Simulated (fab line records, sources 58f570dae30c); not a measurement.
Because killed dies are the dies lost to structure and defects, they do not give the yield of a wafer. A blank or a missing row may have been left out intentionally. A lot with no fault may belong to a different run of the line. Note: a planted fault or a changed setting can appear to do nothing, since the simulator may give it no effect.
8D (eight disciplines) problem report, filled in by code || flow berkeley cmos170 || the parts of the form that need people (team, actions taken, sign-off) are left out

## 1. THE ISSUE
Mean of prime temp c at UCB170_M3_HMDS_04: 106.22 C across 9 wafers in 3 lots; on wafers with no fault it is 99.97 C (standard deviation 0.14). Measured from the usual mean, that is +45 standard deviations.
The step: prime time 60 s.
First seen on wafer L890.4, day 12 21:01, on litho track-02. The record holds 45 wafers of 15 lots with a number at this step. Rule for "out", or "out of limits": more than 4 standard deviations from the usual mean. The rest of the wafers with a number are treated as sound.

## 2. WHAT THIS IS AND IS NOT
{"question": "which readings at this step", "is": "prime temp c", "is not": "resist line temp C"}
{"question": "which lots", "is": "L890, L891, L892", "is not": "L876, L877, L878, L879, L881, L883, L884, L885, L886, L895, L896, L897"}
{"question": "which wafers of those lots", "is": "all that have a number", "is not": "-"}
{"question": "read on which tools", "is": "litho track-02", "is not": "litho track-01, litho track-03"}
{"question": "when", "is": "from day 12 21:01", "is not": "up to then (27 sound wafers); but 9 sound wafers of L895, L896, L897 came after"}

## 3. SUSPECTS, AND WHAT RULES EACH OUT
Counting: a tool at any process step up to the reading remains a suspect when it ran all the lots that are out and ran no sound lot after the first of those.
- litho track-02 at UCB170_M3_HMDS_04 (prime time 60 s): kept. Every lot that is out went through it, starting with L890 (day 12 21:01), and after that it ran no sound lot; the last sound lot it ran before then is L884 (day 11 04:45). Out on those wafers are its own readings of prime temp c.
Remaining after the count: litho track-02 at UCB170_M3_HMDS_04.

## 4. THE CAUSE (what the simulator had put in)
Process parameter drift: litho track-02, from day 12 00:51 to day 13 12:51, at UCB170_M3_HMDS_04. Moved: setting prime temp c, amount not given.
Counting left only this tool.

## 5. SEQUENCE OF EFFECTS, ordered by route
Each row: a reading whose mean over the struck wafers that have a number lies more than 3 standard deviations from the usual. Only readings whose record carries a usual standard deviation are examined. hours: median over the lots of the time between each lot's start at the first step of this table that gives one and its start at this step. sigmas: the change, counted in usual standard deviations.
{"hours": 0, "step": "UCB170_M3_HMDS_04", "reading": "prime temp c", "usual": "99.97 C", "on struck wafers": 106.22, "change": "+6.25", "sigmas": "+45"}
Process steps it contains:
- UCB170_M3_HMDS_04: prime time 60 s.

## 6. HOW IT WOULD HAVE BEEN CAUGHT EARLIER
In this record the first reading out of limits was taken at day 12 21:01, 20 hours after the fault began at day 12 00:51.
